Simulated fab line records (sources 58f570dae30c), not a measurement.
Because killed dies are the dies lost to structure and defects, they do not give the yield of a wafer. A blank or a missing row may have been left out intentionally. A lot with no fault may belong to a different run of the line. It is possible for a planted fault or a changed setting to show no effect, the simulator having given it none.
Matching of chambers    flow berkeley cmos170    UCB170_SPACER_ETCHBACK_03 on rie diel-02: 4 sister chambers
The step etches SiO2 in CHF3/CF4/Ar, stops on Si, target depth 376 nm, time 100 s. 4 wafers are shown with their chamber, then 7 later ones without.

WAFERS, EACH WITH ITS CHAMBER
wafer   chamber  drypump motor current A (A)
L803.1  3        5.9
L803.6  0        5.2
L805.2  1        5.4
L805.5  2        6.1

WAFERS MISSING THEIR CHAMBER
wafer   drypump motor current A (A)
L805.6  5.8
L806.3  5.4
L806.5  5.2
L806.6  5.4
L812.3  5.4
L812.5  5.9
L812.6  6.1

EACH ONE'S CHAMBER
wafer   from the rows above  in truth
L805.6  3                    3
L806.3  1                    1
L806.5  0                    0
L806.6  1                    1
L812.3  1                    1
L812.5  3                    3
L812.6  2                    2
Placed correctly: 7 of 7. Can't be placed from these rows: 0. 0 placed wrongly.
How it was worked out, from the rows above alone: a wafer's distance from a chamber is the root of the sum, over the readings, of the square of ((its reading less the chamber's mean) divided by the reading's scatter). The wafer belongs to the nearest chamber; if the next one is less than 2 further off, it can't be placed. A chamber's mean is the mean of its shown wafers. The scatter: root of mean squared gap, hidden wafer to nearest shown wafer, with one shown wafer a chamber.
